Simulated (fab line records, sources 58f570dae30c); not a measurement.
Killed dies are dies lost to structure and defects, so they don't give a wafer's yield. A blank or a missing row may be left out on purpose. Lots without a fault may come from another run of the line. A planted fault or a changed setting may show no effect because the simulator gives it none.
Which tool did it? | flow berkeley_cmos170 | 7 lots, 21 wafers sampled, at 2 steps of a route of 331

WHAT THE GAUGES READ, wafer by wafer
UCB170_PVT_TW_MEAS_09.
lot  | measured     | on            | PVT_TW
L233 | day 6 20:56  | film_metro-01 | 498 496 497
L234 | day 7 10:31  | film_metro-04 | 499 504 505
L239 | day 8 16:40  | film_metro-03 | 422 421 421 424 422 422
L247 | day 9 22:22  | film_metro-03 | 501 504 505
L248 | day 10 10:18 | film_metro-04 | 501 507 507
L251 | day 10 09:46 | film_metro-04 | 506 506 506
L252 | day 10 20:56 | film_metro-04 | 504 506 504

WHICH TOOL RAN EACH LOT (tool, then ch and the chambers of the sampled wafers, then the start)
lot  | UCB170_PVT_IMPLANT_07
L233 | implanter-03 ch 0, day 6 20:41
L234 | implanter-01 ch 0, day 7 10:17
L239 | implanter-03 ch 0, day 8 16:25
L247 | implanter-02 ch 0, day 9 22:07
L248 | implanter-02 ch 0, day 10 10:05
L251 | implanter-01 ch 0, day 10 09:31
L252 | implanter-01 ch 0, day 10 20:43
- UCB170_PVT_IMPLANT_07

THE ANSWER, worked out from the rows above alone
Rule: what is usual is taken from the lots themselves. Put in order of their means at a reading, lots are off if they are a third of the lots or fewer, leave a main group of 4 or more, and stand apart from it by a gap of 3 or more times the standard deviation of the main group's means; of several such gaps the widest counts. A main group whose means are all the same, to the digits that the tables above print for the reading, isn't used. A lot without any number at a reading at which 4 lots or more have one is off too. The other lots that the step has rows for count as sound.
Off: L239, at UCB170_PVT_TW_MEAS_09 (PVT_TW). The main group: mean 503, standard deviation 2.9.
A tool fits if, at a process step before that reading, it ran every lot that is off, and no sound lot after the first of them. The gauges at UCB170_PVT_TW_MEAS_09 are tried like those tools. One fits: implanter-03 at UCB170_PVT_IMPLANT_07. Its last sound lot is L233 (day 6 20:41), its first lot that is off L239 (day 8 16:25): a fault that began between those two fits.

WHAT THE SIMULATOR HAD PUT IN
Process parameter drift: implanter-03, from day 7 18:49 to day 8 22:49, at UCB170_PVT_IMPLANT_07. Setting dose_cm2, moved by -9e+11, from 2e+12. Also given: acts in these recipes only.
Lots struck among those shown: L239. The rule above found the same.
